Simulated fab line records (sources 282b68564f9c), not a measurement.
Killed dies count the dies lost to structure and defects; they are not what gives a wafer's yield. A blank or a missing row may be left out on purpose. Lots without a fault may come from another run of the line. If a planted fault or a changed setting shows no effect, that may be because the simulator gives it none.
fab line records | flow ritCmos
[record] lots = 6 wafers = 18 lastDay = 7
route steps=202 shown ACTIVE@11 FOX1@20 FOX2@23 NWELL@28 PWELL@39 WELLDRIVE@50 M1@202
lots that met no fault: from a run of the same line without faults
startH: start of the lot's first displayed wafer, in hours after the record's first day | waitH: how many hours have passed since the lot's step before this one | " repeats the value in the row above | L1.1+2: a row that stands for several wafers | - value missing, or start not given | * or withheld: withheld | < > ~ a bound
route shown NAME@n: NAME is a module with steps in the file, n the number in the route of the first one | usual: mean/standard deviation of fault-free wafers | same: alike in all rows | chamber/n: place in a boat | sites: each site's reading | _std_site: standard deviation of those values | _edge_site: outer sites' mean less inner sites' | radiusMm: for every site, how far away it sits from the centre of the wafer | mask NAME#n: copy n | behind: the tool/chamber that last shaped the wafer | hold: why the lot went on hold/how many hours it stayed there/how the hold came to an end | device: transistor that didn't switch, given as n, p or np | end of line: at the end of the route, the tests of the same wafers | for a step that has no rows: nothing shown but its recipe | killed: dies that structure and defects cost at the first sort, which is not the same as the wafer's yield | map: dies across one wafer; x = killed, . = not, _ = none there
set.NAME: the setting the step ran with; set.NAME@STEP: the setting that earlier step ran with | model.NAME: the simulator's own value behind a step, which no gauge read
a table for each step, a row for each wafer; lots at some steps of the route
services: a tool's chamber out of use, with start hour (startH, from the record's first day; less than 0 if before it), hours out, and reason
[[steps]]
[step RIT_ACTIVE_DEVELOP_10]
[recipe] resist = NOVOLAK developTimeS = 50 devTempC = 23
[step RIT_ACTIVE_CD_MEAS_11]
[recipe] targetCdNm = 1400
[usual] cdNm = 1400.3/2.2
// columns lot.wafer tool chamber startH waitH cdNm
L521.2 cdSem-02 - 14.77 - 1399.9
L521.3 " - " " 1398.1
L521.5 " - " " 1400.3
L522.1 cdSem-02 - 19.44 - 1398.7
L522.4 " - " " 1399.3
L522.6 " - " " 1397.6
L526.2 cdSem-01 - 41.18 - 1397.9
L526.4 " - " " 1398.2
L526.5 " - " " 1398.9
L531.1 cdSem-01 - 65.10 - 1400.7
L531.2 " - " " 1401.8
L531.5 " - " " 1400.4
L536.4 cdSem-01 - 90.34 - 1400.3
L536.5 " - " " 1401.3
L536.6 " - " " 1400.2
L539.1 cdSem-01 - 104.56 - 1401.4
L539.4 " - " " 1399.9
L539.5 " - " " 1401.7
[step RIT_ACTIVE_HARDBAKE_12]
[recipe] resist = NOVOLAK tempC = 140 timeS = 60
[step RIT_ACTIVE_ETCH_13]
[recipe] stopOn = SiO2 chemistry = SF6 target = Si3N4 timeS = 210 overEtchFrac = 0.4 SF6_flow_sccm = 200 pressureMtorr = 260 rfW = 125 targetDepthA = 2100
[usual] drypumpMotorCurrentA = 5.6/0.57 oesProductAu = 0.816/0.014 throttleValvePct = 7.48/0.12
[same] timeS = 210
// columns lot.wafer tool chamber startH waitH drypumpMotorCurrentA oesProductAu rfHoursCounterH throttleValvePct
L521.2 rieDiel-04 0 15.10 0.1 5.5 0.829 111 7.51
L521.3 " 2 " " 6.1 0.832 165 7.51
L521.5 " 1 " " 5.8 0.811 - 7.26
L522.1 rieDiel-04 3 19.71 0.1 5.4 0.837 39 7.38
L522.4 " 0 " " 5.6 0.839 111 7.52
L522.6 " 2 " " 6.1 0.840 - 7.51
L526.2 rieDiel-04 1 41.43 0.1 5.8 0.811 89 7.24
L526.4 " 3 " " 5.4 0.822 39 7.40
L526.5 " 0 " " 5.6 0.837 - 7.52
L531.1 rieDiel-04 0 65.48 0.1 5.5 0.829 112 7.52
L531.2 " 3 " " 5.4 0.829 40 7.39
L531.5 " 3 " " 5.4 0.824 - 7.38
L536.4 rieDiel-04 2 90.55 0.1 6.0 0.821 0 7.51
L536.5 " 2 " " 6.0 0.827 - 7.49
L536.6 " 3 " " 5.4 0.828 - 7.40
L539.1 rieDiel-04 2 104.83 0.1 6.0 0.810 0 7.51
L539.4 " 3 " " 5.4 0.817 40 7.40
L539.5 " 2 " " 6.1 0.816 - 7.50
[step RIT_ACTIVE_STRIP_14]
[recipe] chemistry = O2 timeS = 180 resist = NOVOLAK platenTempC = withheld powerW = 500 pressureMtorr = 4000 o2FlowSccm = 4000
[usual] drypumpMotorCurrentA = 5.6/0.46 o2FlowSccm = 4000/12
[same] timeS = 180
// columns lot.wafer tool chamber startH waitH drypumpMotorCurrentA o2FlowSccm rfHoursCounterH
L521.2 plasmaAsher-04 1 15.24 0.1 5.9 3989 38
L521.3 " 1 " " 5.9 3985 -
L521.5 " 0 " " 5.8 4002 -
L522.1 plasmaAsher-01 1 19.84 0.1 6.0 3995 34
L522.4 " 1 " " 6.0 4000 -
L522.6 " 0 " " 4.8 4007 -
L526.2 plasmaAsher-04 1 41.56 0.1 5.9 3984 41
L526.4 " 0 " " 5.8 3986 -
L526.5 " 1 " " 5.9 3999 -
L531.1 plasmaAsher-01 1 65.62 0.1 6.0 3986 38
L531.2 " 0 " " 4.7 4008 38
L531.5 " 1 " " 6.0 4009 -
L536.4 plasmaAsher-01 0 90.74 0.1 4.8 4009 -
L536.5 " 0 " " 4.7 3987 -
L536.6 " 1 " " 6.0 3998 -
L539.1 plasmaAsher-04 1 104.97 0.1 5.9 3982 47
L539.4 " 1 " " 5.9 3996 -
L539.5 " 1 " " 5.9 4001 -
[step RIT_ACTIVE_CD_MEAS_90]
[recipe] targetCdNm = 1400
[usual] cdNm = 1400.2/2.1
// columns lot.wafer tool chamber startH waitH cdNm
L521.2 cdSem-02 - 15.43 0.1 1400.3
L521.3 " - " " 1398.3
L521.5 " - " " 1400.9
L522.1 cdSem-01 - 20.02 0.1 1398.7
L522.4 " - " " 1399.3
L522.6 " - " " 1398.0
L526.2 cdSem-02 - 41.76 0.1 1397.4
L526.4 " - " " 1398.1
L526.5 " - " " 1399.4
L531.1 cdSem-01 - 65.79 0.1 1400.8
L531.2 " - " " 1401.8
L531.5 " - " " 1400.3
L536.4 cdSem-01 - 90.92 0.1 1400.2
L536.5 " - " " 1401.0
L536.6 " - " " 1400.3
L539.1 cdSem-01 - 105.14 0.1 1401.1
L539.4 " - " " 1399.8
L539.5 " - " " 1401.8
[step RIT_ACTIVE_CLEAN_15]
[recipe] chemistry = SC1 mix = 3:3:50 timeS = 600 tempC = 75
[step RIT_ACTIVE_CLEAN_16]
[recipe] chemistry = dHF dilution = 50:1 timeS = 30
[step RIT_ACTIVE_CLEAN_17]
[recipe] chemistry = SC2 mix = 3:3:50 timeS = 600 tempC = 75 dry = n2Spin
[step RIT_FOX1_OXIDATION_00]
[recipe] tempC = 1100 ambient = H2O targetThkA = 3507 pH2oTorr = 720 oxTimeS = 1130
[step RIT_FOX1_THK_MEAS_01]
[recipe] reads = SiO2_of_FOX1_OXIDATION_00
[usual] FOX1_OXIDE_THK = 349/5.6
// columns lot.wafer tool chamber startH waitH FOX1_OXIDE_THK[nm]
L521.2 filmMetro-02 - 18.38 0.0 351
L521.3 " - " " 347
L521.5 " - " " 351
L522.1 filmMetro-04 - 23.26 0.0 351
L522.4 " - " " 350
L522.6 " - " " 350
L526.2 filmMetro-02 - 43.55 0.0 355
L526.4 " - " " 353
L526.5 " - " " 354
L531.1 filmMetro-01 - 69.65 0.0 345
L531.2 " - " " 352
L531.5 " - " " 352
L536.4 filmMetro-01 - 94.21 0.0 346
L536.5 " - " " 349
L536.6 " - " " 345
L539.1 filmMetro-04 - 111.04 0.0 355
L539.4 " - " " 346
L539.5 " - " " 348
[step RIT_FOX1_WET_ETCH_02]
[recipe] chemistry = BOE targetDepthNm = 350 timeS = 390 tempC = 21.5 dry = n2Spin dilution = 10:1 target = SiO2
[step RIT_FOX2_OXIDATION_00]
[recipe] tempC = 1100 ambient = H2O targetThkA = 3507 pH2oTorr = 720 oxTimeS = 1130
[usual] spikeTcCentreC = 1102.2/1.5 zonePowerLoadPct = 44.7/0.93
// columns lot.wafer tool chamber startH waitH spikeTcCentreC zonePowerLoadPct
L521.2 furnace-03 0 18.54 0.0 1104.9 45.3
L521.3 " 0 " " 1103.3 46.0
L521.5 " 0 " " 1104.0 46.3
L522.1 furnace-04 0 23.44 0.0 1101.1 45.3
L522.4 " 0 " " 1099.3 45.1
L522.6 " 0 " " 1100.0 44.8
L526.2 furnace-04 0 43.72 0.0 1099.2 44.4
L526.4 " 0 " " 1099.2 45.4
L526.5 " 0 " " 1100.0 44.9
L531.1 furnace-03 0 70.17 0.3 1104.4 45.0
L531.2 " 0 " " 1103.1 45.2
L531.5 " 0 " " 1103.1 44.8
L531.1 furnace-03 0 71.74 0.2 1105.1 45.0
L531.2 " 0 " " 1102.7 45.2
L531.5 " 0 " " 1103.1 45.5
L536.4 furnace-03 0 95.92 1.6 1103.0 45.8
L536.5 " 0 " " 1103.1 45.7
L536.6 " 0 " " 1103.8 45.0
L536.4 furnace-03 0 98.55 1.3 1103.0 44.9
L536.5 " 0 " " 1103.6 46.3
L536.6 " 0 " " 1103.9 45.6
L539.1 furnace-04 0 113.65 2.4 1100.0 44.5
L539.4 " 0 " " 1100.0 45.9
L539.5 " 0 " " 1102.4 44.9
[step RIT_FOX2_THK_MEAS_01]
[recipe] reads = SiO2_of_FOX2_OXIDATION_00
[usual] FOX2_OXIDE_THK = 351/6.7
// columns lot.wafer tool chamber startH waitH FOX2_OXIDE_THK[nm]
L521.2 filmMetro-03 - 19.87 0.0 351
L521.3 " - " " 348
L521.5 " - " " 342
L522.1 filmMetro-04 - 24.76 0.0 342
L522.4 " - " " 347
L522.6 " - " " 347
L526.2 filmMetro-03 - 45.04 0.0 330
L526.4 " - " " 337
L526.5 " - " " 333
L531.1 filmMetro-03 - 73.05 0.0 520
L531.2 " - " " 523
L531.5 " - " " 518
L536.4 filmMetro-01 - 99.89 0.0 525
L536.5 " - " " 513
L536.6 " - " " 526
L539.1 filmMetro-01 - 114.96 0.0 356
L539.4 " - " " 354
L539.5 " - " " 354
[step RIT_FOX2_CLEAN_02]
[recipe] chemistry = dHF dilution = 50:1 timeS = 180
[same] timeS = 180
// columns lot.wafer tool chamber startH waitH model.SiO2_of_FOX2_OXIDATION_00.thkNm model.Si3N4_of_ACTIVE_CVD_03.thkNm
L521.2 wetBench-03 1 19.92 0.0 334.1 131.4
L521.3 " 1 " " 331 131.8
L521.5 " 1 " " 325.4 131.8
L522.1 wetBench-01 3 24.82 0.1 325 132.5
L522.4 " 3 " " 329.4 132.7
L522.6 " 3 " " 329.7 132.9
L526.2 wetBench-03 2 45.09 0.0 312.8 132.6
L526.4 " 2 " " 320.1 131
L526.5 " 2 " " 316.1 133
L531.1 wetBench-03 2 73.11 0.1 503.1 127
L531.2 " 2 " " 506.2 126.3
L531.5 " 2 " " 500.9 126.6
L536.4 wetBench-01 0 99.92 0.0 509.5 125.6
L536.5 " 0 " " 496.8 127.6
L536.6 " 0 " " 509.9 126.1
L539.1 wetBench-03 1 115.02 0.1 339.2 126.1
L539.4 " 1 " " 337.4 126
L539.5 " 1 " " 337.8 127
[step RIT_FOX2_WET_ETCH_03]
[recipe] chemistry = H3PO4 target = Si3N4 targetDepthNm = 195 tempC = 165 timeS = 2700
[same] timeS = 2700
// columns lot.wafer tool chamber startH waitH model.SiO2_of_FOX2_OXIDATION_00.thkNm
L521.2 wetBench-01 2 19.99 0.0 323.3
L521.3 " 2 " " 320.2
L521.5 " 2 " " 314.5
L522.1 wetBench-03 1 24.88 0.0 314.2
L522.4 " 1 " " 318.7
L522.6 " 1 " " 319
L526.2 wetBench-02 0 45.15 0.0 301.9
L526.4 " 0 " " 309.2
L526.5 " 0 " " 305.2
L531.1 wetBench-01 1 73.55 0.4 492.4
L531.2 " 1 " " 495.4
L531.5 " 1 " " 490.1
L536.4 wetBench-03 0 99.98 0.0 499
L536.5 " 0 " " 486.2
L536.6 " 0 " " 499.4
L539.1 wetBench-02 3 115.08 0.0 328.6
L539.4 " 3 " " 326.9
L539.5 " 3 " " 327.3
[step RIT_FOX2_THK_MEAS_90]
[recipe] reads = SiO2_of_FOX2_OXIDATION_00
[usual] FIELD_OXIDE_LEFT_1_THK = 323/6.8
// columns lot.wafer tool chamber startH waitH FIELD_OXIDE_LEFT_1_THK[nm]
L521.2 filmMetro-01 - 20.76 0.0 323
L521.3 " - " " 320
L521.5 " - " " 314
L522.1 filmMetro-03 - 25.78 0.0 314
L522.4 " - " " 319
L522.6 " - " " 319
L526.2 filmMetro-04 - 45.92 0.0 302
L526.4 " - " " 309
L526.5 " - " " 305
L531.1 filmMetro-03 - 74.38 0.1 493
L531.2 " - " " 495
L531.5 " - " " 490
L536.4 filmMetro-03 - 100.77 0.0 499
L536.5 " - " " 487
L536.6 " - " " 499
L539.1 filmMetro-04 - 115.84 0.0 329
L539.4 " - " " 327
L539.5 " - " " 327
[step RIT_NWELL_HMDS_00]
[recipe] primeTimeS = 60 primeTempC = 140
[step RIT_NWELL_COAT_01]
[recipe] resist = NOVOLAK spinRpm = 2000 resistThkNm = 1300
[step RIT_NWELL_SOFTBAKE_02]
[recipe] resist = NOVOLAK tempC = 90 timeS = 60
[step RIT_NWELL_EXPOSE_03]
[recipe] maskId = M2 na = 0.57 targetCdNm = 43900 doseMj = 250
[step RIT_NWELL_PEB_04]
[recipe] resist = NOVOLAK tempC = withheld timeS = withheld
[step RIT_NWELL_DEVELOP_05]
[recipe] resist = NOVOLAK developTimeS = 68 devTempC = 23
[step RIT_NWELL_OVL_MEAS_06]
[usual] NWELL_OVL = -0.4/1.3
// columns lot.wafer tool chamber startH waitH NWELL_OVL[nm]
L521.2 overlay-02 - 21.82 - -2.6
L521.3 " - " " -2.4
L521.5 " - " " -2.2
L522.1 overlay-02 - 26.84 - -0.2
L522.4 " - " " -1.1
L522.6 " - " " 0.2
L526.2 overlay-01 - 46.98 - 0.7
L526.4 " - " " -1.4
L526.5 " - " " 0.2
L531.1 overlay-01 - 75.53 - -1.8
L531.2 " - " " -1.4
L531.5 " - " " -0.7
L536.4 overlay-01 - 102.07 - 0.9
L536.5 " - " " 1.1
L536.6 " - " " -0.6
L539.1 overlay-02 - 116.91 - 1.0
L539.4 " - " " 0.0
L539.5 " - " " 0.5
[step RIT_NWELL_HARDBAKE_07]
[recipe] resist = NOVOLAK tempC = 140 timeS = 120
[step RIT_NWELL_IMPLANT_08]
[recipe] species = P energyKev = 170 doseCm2 = 5e+13 tiltDeg = 7
[step RIT_NWELL_STRIP_09]
[recipe] chemistry = O2 timeS = 180 resist = NOVOLAK platenTempC = withheld powerW = 500 pressureMtorr = 4000 o2FlowSccm = 4000
[usual] drypumpMotorCurrentA = 5.9/0.48 o2FlowSccm = 4000/12
[same] timeS = 180
// columns lot.wafer tool chamber startH waitH drypumpMotorCurrentA o2FlowSccm rfHoursCounterH
L521.2 plasmaAsher-01 1 22.28 0.1 6.0 4009 34
L521.3 " 0 " " 4.7 4002 -
L521.5 " 1 " " 6.0 4011 -
L522.1 plasmaAsher-04 1 27.28 0.1 5.9 3992 39
L522.4 " 0 " " 5.8 3974 -
L522.6 " 0 " " 5.8 3976 -
L526.2 plasmaAsher-01 0 47.41 0.1 4.7 3995 37
L526.4 " 0 " " 4.7 3993 -
L526.5 " 1 " " 6.0 4006 -
L531.1 plasmaAsher-03 0 76.21 0.1 6.4 4002 30
L531.2 " 1 " " 5.9 4000 30
L531.5 " 0 " " 6.4 3989 -
L536.4 plasmaAsher-04 0 102.63 0.1 5.8 4012 -
L536.5 " 0 " " 5.8 4012 -
L536.6 " 1 " " 5.9 4003 -
L539.1 plasmaAsher-03 1 117.34 0.1 6.0 3986 36
L539.4 " 0 " " 6.4 4017 -
L539.5 " 1 " " 5.9 3971 -
[step RIT_NWELL_TW_MEAS_10]
[usual] NWELL_TW = 2149/30
// columns lot.wafer tool chamber startH waitH NWELL_TW
L521.2 filmMetro-03 - 22.47 0.1 2164
L521.3 " - " " 2170
L521.5 " - " " 2166
L522.1 filmMetro-03 - 27.45 0.1 2175
L522.4 " - " " 2175
L522.6 " - " " 2177
L526.2 filmMetro-02 - 47.60 0.1 2140
L526.4 " - " " 2153
L526.5 " - " " 2151
L531.1 filmMetro-01 - 76.39 0.1 2097
L531.2 " - " " 2111
L531.5 " - " " 2094
L536.4 filmMetro-01 - 102.78 0.1 2117
L536.5 " - " " 2112
L536.6 " - " " 2107
L539.1 filmMetro-03 - 117.52 0.1 2169
L539.4 " - " " 2175
L539.5 " - " " 2167
[step RIT_PWELL_HMDS_00]
[recipe] primeTimeS = 60 primeTempC = 140
[step RIT_PWELL_COAT_01]
[recipe] resist = NOVOLAK spinRpm = 2000 resistThkNm = 1300
[step RIT_PWELL_SOFTBAKE_02]
[recipe] resist = NOVOLAK tempC = 90 timeS = 60
[step RIT_PWELL_EXPOSE_03]
[recipe] maskId = M3 na = 0.57 targetCdNm = 43700 doseMj = 250
[step RIT_PWELL_PEB_04]
[recipe] resist = NOVOLAK tempC = withheld timeS = withheld
[step RIT_PWELL_DEVELOP_05]
[recipe] resist = NOVOLAK developTimeS = 68 devTempC = 23
[step RIT_PWELL_OVL_MEAS_06]
[usual] PWELL_OVL = -0.4/1.4
// columns lot.wafer tool chamber startH waitH PWELL_OVL[nm]
L521.2 overlay-01 - 23.40 - -0.7
L521.3 " - " " -0.3
L521.5 " - " " -2.0
L522.1 overlay-01 - 28.59 - -0.3
L522.4 " - " " 0.5
L522.6 " - " " -1.1
L526.2 overlay-02 - 48.53 - -0.5
L526.4 " - " " -0.4
L526.5 " - " " 0.4
L531.1 overlay-01 - 77.45 - -1.4
L531.2 " - " " 0.2
L531.5 " - " " -2.6
L536.4 overlay-01 - 103.95 - -0.4
L536.5 " - " " -3.0
L536.6 " - " " -1.5
L539.1 overlay-02 - 118.46 - 0.7
L539.4 " - " " 1.0
L539.5 " - " " -1.3
[step RIT_PWELL_HARDBAKE_07]
[recipe] resist = NOVOLAK tempC = 140 timeS = 120
[step RIT_PWELL_IMPLANT_08]
[recipe] species = B energyKev = 170 doseCm2 = 7e+13 tiltDeg = 7
[step RIT_PWELL_STRIP_09]
[recipe] chemistry = O2 timeS = 180 resist = NOVOLAK platenTempC = withheld powerW = 500 pressureMtorr = 4000 o2FlowSccm = 4000
[usual] drypumpMotorCurrentA = 5.95/0.26 o2FlowSccm = 4001/12
[same] timeS = 180
// columns lot.wafer tool chamber startH waitH drypumpMotorCurrentA o2FlowSccm rfHoursCounterH
L521.2 plasmaAsher-04 0 23.83 0.1 5.79 4002 39
L521.3 " 1 " " 5.89 4003 -
L521.5 " 0 " " 5.78 3987 -
L522.1 plasmaAsher-03 0 29.02 0.1 6.37 4001 26
L522.4 " 0 " " 6.36 4017 -
L522.6 " 0 " " 6.38 4011 -
L526.2 plasmaAsher-02 1 48.96 0.1 5.64 3980 39
L526.4 " 1 " " 5.62 3987 -
L526.5 " 0 " " 5.82 3989 -
L531.1 plasmaAsher-03 0 77.88 0.1 6.39 4006 31
L531.2 " 1 " " 5.91 3987 31
L531.5 " 1 " " 5.94 4002 -
L536.4 plasmaAsher-03 1 104.75 0.4 5.96 3996 -
L536.5 " 0 " " 6.40 4022 -
L536.6 " 1 " " 5.95 3999 -
L539.1 plasmaAsher-02 1 118.89 0.1 5.60 4016 44
L539.4 " 0 " " 5.83 3999 -
L539.5 " 1 " " 5.61 3994 -
[step RIT_PWELL_TW_MEAS_10]
[usual] PWELL_TW = 949/12
// columns lot.wafer tool chamber startH waitH PWELL_TW
L521.2 filmMetro-03 - 24.02 0.1 961
L521.3 " - " " 964
L521.5 " - " " 961
L522.1 filmMetro-03 - 29.20 0.1 968
L522.4 " - " " 961
L522.6 " - " " 967
L526.2 filmMetro-03 - 49.15 0.1 954
L526.4 " - " " 954
L526.5 " - " " 960
L531.1 filmMetro-02 - 78.06 0.1 956
L531.2 " - " " 955
L531.5 " - " " 952
L536.4 filmMetro-03 - 104.90 0.1 960
L536.5 " - " " 965
L536.6 " - " " 967
L539.1 filmMetro-03 - 119.07 0.1 963
L539.4 " - " " 963
L539.5 " - " " 967
[step RIT_WELLDRIVE_ANNEAL_00]
[recipe] tempC = 1100 timeS = 14700 ambient = N2
[step RIT_WELLDRIVE_RS_MEAS_01]
[recipe] thkMeasGauge = four-point-probe
[usual] NWELL_RS = 275.6/0.68
// columns lot.wafer tool chamber startH waitH NWELL_RS[ohm/sq]
L521.2 filmMetro-02 - 29.86 0.0 276.4
L521.3 " - " " 275.0
L521.5 " - " " 275.7
L522.1 filmMetro-02 - 34.64 0.0 275.5
L522.4 " - " " 274.9
L522.6 " - " " 275.0
L526.2 filmMetro-01 - 56.26 0.0 275.3
L526.4 " - " " 275.2
L526.5 " - " " 275.1
L531.1 filmMetro-02 - 83.20 0.0 275.5
L531.2 " - " " 275.4
L531.5 " - " " 275.4
L536.4 filmMetro-02 - 110.18 0.2 274.7
L536.5 " - " " 275.8
L536.6 " - " " 274.0
L539.1 filmMetro-01 - 125.93 0.0 276.3
L539.4 " - " " 275.4
L539.5 " - " " 275.4
[step RIT_WELLDRIVE_RS_MEAS_02]
[recipe] thkMeasGauge = four-point-probe
[usual] PWELL_RS = 430.1/1.2
// columns lot.wafer tool chamber startH waitH PWELL_RS[ohm/sq]
L521.2 filmMetro-02 - 29.98 0.1 427.6
L521.3 " - " " 429.3
L521.5 " - " " 429.2
L522.1 filmMetro-02 - 34.76 0.1 429.1
L522.4 " - " " 428.1
L522.6 " - " " 428.3
L526.2 filmMetro-01 - 56.38 0.1 431.0
L526.4 " - " " 429.8
L526.5 " - " " 431.3
L531.1 filmMetro-02 - 83.32 0.1 431.0
L531.2 " - " " 431.0
L531.5 " - " " 429.2
L536.4 filmMetro-02 - 110.30 0.1 429.4
L536.5 " - " " 430.3
L536.6 " - " " 430.5
L539.1 filmMetro-01 - 126.05 0.1 429.5
L539.4 " - " " 429.5
L539.5 " - " " 429.4
[step RIT_FOX2_THK_MEAS_91]
[recipe] reads = SiO2_of_FOX2_OXIDATION_00
[usual] FIELD_OXIDE_LEFT_2_THK = 255/6.8
// columns lot.wafer tool chamber startH waitH FIELD_OXIDE_LEFT_2_THK[nm]
L521.2 filmMetro-04 - 33.83 0.0 254
L521.3 " - " " 252
L521.5 " - " " 246
L522.1 filmMetro-01 - 38.41 0.0 246
L522.4 " - " " 250
L522.6 " - " " 251
L526.2 filmMetro-01 - 60.02 0.0 234
L526.4 " - " " 241
L526.5 " - " " 237
L531.1 filmMetro-03 - 88.05 0.0 425
L531.2 " - " " 428
L531.5 " - " " 422
L536.4 filmMetro-03 - 114.74 0.1 432
L536.5 " - " " 419
L536.6 " - " " 432
L539.1 filmMetro-04 - 129.71 0.0 261
L539.4 " - " " 258
L539.5 " - " " 259
[step RIT_M1_PROBE_99]
[usual] killedAtFrontEnd = 6.6/2.7 killedDies = 6.7/2.7 killedOnRim = 1.7/1.4 killedOpen = 3.4/2 killedShort = 3.2/1.8
[same] grossDies = 264 killed_at_M0_to_M3 = 0 killed_at_M4_up = 0 killedAtBackSide = 0 killedAtContacts = 0 killedAtOther = 0
// columns lot.wafer tool chamber startH waitH killedAtFrontEnd killedDies killedOnRim killedOpen killedShort
L521.2 prober-02 - 68.29 0.1 4 4 2 3 1
L521.3 prober-02 - 68.34 0.2 8 8 3 2 6
L521.5 prober-02 - 68.44 0.2 6 6 3 3 3
L522.1 prober-01 - 69.74 0.1 4 4 1 2 2
L522.4 prober-01 - 69.89 0.2 8 8 2 4 4
L522.6 prober-01 - 69.99 0.2 7 7 1 5 2
L526.2 prober-01 - 88.06 0.1 11 11 2 7 4
L526.4 prober-01 - 88.16 0.2 7 7 3 5 2
L526.5 prober-01 - 88.21 0.2 12 12 2 4 8
L531.1 prober-02 - 118.20 0.1 8 8 2 6 2
L531.2 prober-02 - 118.25 0.1 8 8 2 6 2
L531.5 prober-02 - 118.40 0.2 11 11 7 4 7
L536.4 prober-01 - 145.31 0.2 4 4 0 1 1
L536.5 prober-01 - 145.36 0.2 10 10 3 2 6
L536.6 prober-01 - 145.41 0.2 9 9 3 6 2
L539.1 prober-02 - 166.38 0.1 8 8 2 4 4
L539.4 prober-02 - 166.53 0.2 9 9 1 5 4
L539.5 prober-02 - 166.58 0.2 11 11 3 6 5
// killed by level:class
L521.2 SPACER:geometricParticle:open=2 FOX2:geometricParticle:short=1 GATE:geometricParticle:open=1
L521.3 GATE:geometricParticle:short=4 GATE:geometricParticle:open=2 REOX:geometricParticle:short=1 SILICIDE:geometricParticle:short=1
L521.5 SPACER:geometricParticle:short=2 SILICIDE:geometricParticle:open=2 SPACER:geometricParticle:open=1 SILICIDE:geometricParticle:short=1
L522.1 FOX1:geometricParticle:open=1 GATE:geometricParticle:short=1 SPACER:geometricParticle:short=1 SPACER:geometricParticle:open=1
L522.4 FOX1:geometricParticle:short=3 GATE:geometricParticle:open=3 FOX1:geometricParticle:open=1 GATE:geometricParticle:short=1
L522.6 FOX1:geometricParticle:open=2 FOX1:geometricParticle:short=1 GATE:geometricParticle:open=1 REOX:geometricParticle:open=1 REOX:geometricParticle:short=1 SPACER:geometricParticle:open=1
L526.2 GATE:geometricParticle:open=5 FOX1:geometricParticle:open=2 SPACER:geometricParticle:short=2 FOX1:geometricParticle:short=1 REOX:geometricParticle:short=1
L526.4 GATE:geometricParticle:open=2 REOX:geometricParticle:open=2 GATE:geometricParticle:short=1 SPACER:geometricParticle:short=1 SILICIDE:geometricParticle:open=1
L526.5 GATE:geometricParticle:short=6 GATE:geometricParticle:open=2 SPACER:geometricParticle:open=2 FOX1:geometricParticle:short=1 SPACER:geometricParticle:short=1
L531.1 FOX1:geometricParticle:open=2 REOX:geometricParticle:open=2 GATE:geometricParticle:short=1 GATE:geometricParticle:open=1 SPACER:geometricParticle:open=1 SILICIDE:geometricParticle:short=1
L531.2 GATE:geometricParticle:open=3 FOX1:geometricParticle:short=1 FOX2:geometricParticle:open=1 REOX:geometricParticle:open=1 SILICIDE:geometricParticle:short=1 SILICIDE:geometricParticle:open=1
L531.5 GATE:geometricParticle:short=4 FOX1:geometricParticle:short=2 FOX2:geometricParticle:open=1 GATE:geometricParticle:open=1 REOX:geometricParticle:open=1 SPACER:geometricParticle:open=1 SILICIDE:geometricParticle:short=1
L536.4 NSD:coatMicrobubblePrinted=2 FOX2:geometricParticle:short=1 SILICIDE:geometricParticle:open=1
L536.5 REOX:geometricParticle:short=3 GATE:geometricParticle:short=2 NSD:coatMicrobubblePrinted=2 ACTIVE:geometricParticle:open=1 FOX1:geometricParticle:short=1 GATE:geometricParticle:open=1
L536.6 FOX2:geometricParticle:open=3 FOX1:geometricParticle:open=2 FOX1:geometricParticle:short=1 GATE:geometricParticle:open=1 GATE:geometricParticle:short=1 NSD:coatMicrobubblePrinted=1
L539.1 GATE:geometricParticle:short=3 GATE:geometricParticle:open=2 REOX:geometricParticle:open=1 REOX:geometricParticle:short=1 SILICIDE:geometricParticle:open=1
L539.4 GATE:geometricParticle:open=3 FOX1:geometricParticle:open=2 GATE:geometricParticle:short=2 FOX1:geometricParticle:short=1 REOX:geometricParticle:short=1
L539.5 GATE:geometricParticle:open=6 GATE:geometricParticle:short=2 SPACER:geometricParticle:short=2 REOX:geometricParticle:short=1
[[services]]
// columns tool chamber startH hours kind
furnace-04 - 2.59 5.0 pm
plasmaAsher-04 - 7.50 5.9 repair
plasmaAsher-02 - 30.61 0.4 repair
rieDiel-04 3 43.40 5.6 repair
rieDiel-04 2 63.99 - clean
rieDiel-04 2 63.99 14.8 scheduledDown
rieDiel-04 2 63.99 14.8 ventCycle
rieDiel-04 - 78.62 0.8 repair
plasmaAsher-02 - 83.87 14.6 pm
plasmaAsher-01 - 103.33 0.4 repair
furnace-03 - 106.18 60.7 pm
plasmaAsher-04 0 117.75 - clean
plasmaAsher-04 1 117.75 - clean
[[key]]
[firstSign] step = RIT_FOX2_OXIDATION_00 reading = visit direction = added
[effect] step = RIT_FOX2_THK_MEAS_01 reading = FOX2_OXIDE_THK direction = up sigmas = 25 usual = 351 struck = 521
[effect] step = RIT_FOX2_THK_MEAS_90 reading = FIELD_OXIDE_LEFT_1_THK direction = up sigmas = 25 usual = 323 struck = 494
[effect] step = RIT_FOX2_THK_MEAS_91 reading = FIELD_OXIDE_LEFT_2_THK direction = up sigmas = 25 usual = 255 struck = 426
[modelEffect] step = RIT_FOX2_CLEAN_02 value = SiO2_of_FOX2_OXIDATION_00.thkNm without = 331.7 struck = 504.4
[modelEffect] step = RIT_FOX2_WET_ETCH_03 value = SiO2_of_FOX2_OXIDATION_00.thkNm without = 321.1 struck = 493.8
metAt RIT_FOX2_OXIDATION_00
struckWafers L531.1,L531.2,L531.5,L536.4,L536.5,L536.6
testerLeftOut L531,L536
[fault] kind = repeatedStepWhole tool = furnace-01,furnace-03,furnace-04 chamber = - onsetH = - steps = RIT_FOX2_OXIDATION_00 times = 1 scope = struckLotsOnly
// testerLeftOut: of these lots the tester's yield and bins aren't shown, on N5 and GAA mostly nor the transistor test; their killed dies are dies lost to structure and defects alone, not to doping, threshold or leakage, so they don't give the yield
